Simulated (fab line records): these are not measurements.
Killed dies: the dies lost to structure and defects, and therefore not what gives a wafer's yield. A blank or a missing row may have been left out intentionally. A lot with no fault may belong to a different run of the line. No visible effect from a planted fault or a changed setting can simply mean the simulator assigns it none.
One fault seen from 2 desks :: flow berkeley-cmos170 :: each desk holds nothing but its own numbers, with what lay behind them at the end

== AT THE METROLOGY DESK ==
Means of the sampled wafers that have a number, per lot and without regard to the tool the lot ran on: this is what the gauges read. If a lot's mean is further than 4 standard deviations from the usual mean, the lot is out of limits and carries the mark OUT (the distance appears in the brackets).
Columns: A = V1_OVL at UCB170_V1_OVL_MEAS_13, usual 0 nm; B = M2_AL_RS at UCB170_M2_RS_MEAS_02, usual 0.0320 ohm/sq; C = M3_AL_RS at UCB170_M3_RS_MEAS_02, usual 0.0323 ohm/sq; D = M3_AL_THK at UCB170_M3_THK_MEAS_03, usual 888 nm; E = cd-nm at UCB170_M3_CD_MEAS_15, usual 700.2 nm
lot: L343
first seen here: day 8 18:55
A: 8
B: 0.0319
C: 0.0323
D: 893
E: 699.6

lot: L344
first seen here: day 8 20:02
A: 3
B: 0.0316
C: 0.0328
D: 872
E: 702.5

lot: L345
first seen here: day 8 20:35
A: -2
B: 0.0322
C: 0.0323
D: 893
E: 701.5

lot: L351
first seen here: day 11 02:00
A: 5
B: 0.0318
C: 0.0322
D: 886
E: 697.6

lot: L350
first seen here: day 11 03:41
A: -2
B: 0.0322
C: 0.0532 (+47) OUT
D: 547 (-28) OUT
E: 699.1

lot: L352
first seen here: day 11 04:49
A: 1
B: 0.0328
C: 0.0519 (+45) OUT
D: 554 (-28) OUT
E: 699.5

lot: L357
first seen here: day 12 19:01
A: -8
B: 0.0327
C: 0.0320
D: 895
E: 700.8

lot: L359
first seen here: day 12 19:45
A: 0
B: 0.0316
C: 0.0325
D: 887
E: 701.7

lot: L361
first seen here: day 13 05:56
A: -6
B: 0.0315
C: 0.0318
D: 901
E: 700.6

lot: L362
first seen here: day 13 10:55
A: 6
B: 0.0319
C: 0.0320
D: 899
E: 698.1

lot: L366
first seen here: day 13 23:34
A: 0
B: 0.0323
C: 0.0323
D: 888
E: 701.1

lot: L365
first seen here: day 14 00:28
A: -4
B: 0.0323
C: 0.0323
D: 888
E: 699.8

lot: L364
first seen here: day 14 00:41
A: 0
B: 0.0320
C: 0.0326
D: 884
E: 698.9
Finding of this desk: L350, L352 out of limits, first seen on L350 at day 11 11:49 (M3_AL_RS at UCB170_M3_RS_MEAS_02). In limits: L343, L344, L345, L351, L357, L359, L361, L362, L366, L365, L364.

== THE TOOL OWNER'S DESK: pvd-sputter-04 ==
The tool's own readings at UCB170_M3_SPUTTER_01 (material Al, target thk 900 nm, time 120 s): means of the sampled wafers that have a number, for each lot that ran on this tool. If a lot's mean is further than 4 standard deviations from the usual mean, the lot is out of limits and carries the mark OUT (the distance appears in the brackets).
Columns: A = throttle-valve-pct at UCB170_M3_SPUTTER_01, usual 29.9 %
lot: L350
first seen here: day 11 11:42
A: 29.7

lot: L352
first seen here: day 11 15:33
A: 29.8

lot: L366
first seen here: day 14 05:50
A: 29.7

lot: L364
first seen here: day 14 10:32
A: 29.7
This desk found nothing out of limits on any of the 4 lots.

== ALL TOGETHER ==
Metrology desk: alarm possible at day 11 11:49 on L350, L352.
The tool owner's desk saw nothing out of limits.
Tool owner's desk: L350, L352 on record, inside its limits.
All the named lots went through UCB170_M3_SPUTTER_01 on pvd-sputter-04.

== WHAT HAD BEEN PUT IN BY THE SIMULATOR ==
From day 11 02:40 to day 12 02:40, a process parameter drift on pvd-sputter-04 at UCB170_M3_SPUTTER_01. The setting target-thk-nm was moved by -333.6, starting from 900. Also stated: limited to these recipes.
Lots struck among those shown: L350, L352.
Hours from the fault's start to each desk's first reading out of limits: the metrology desk, 9.
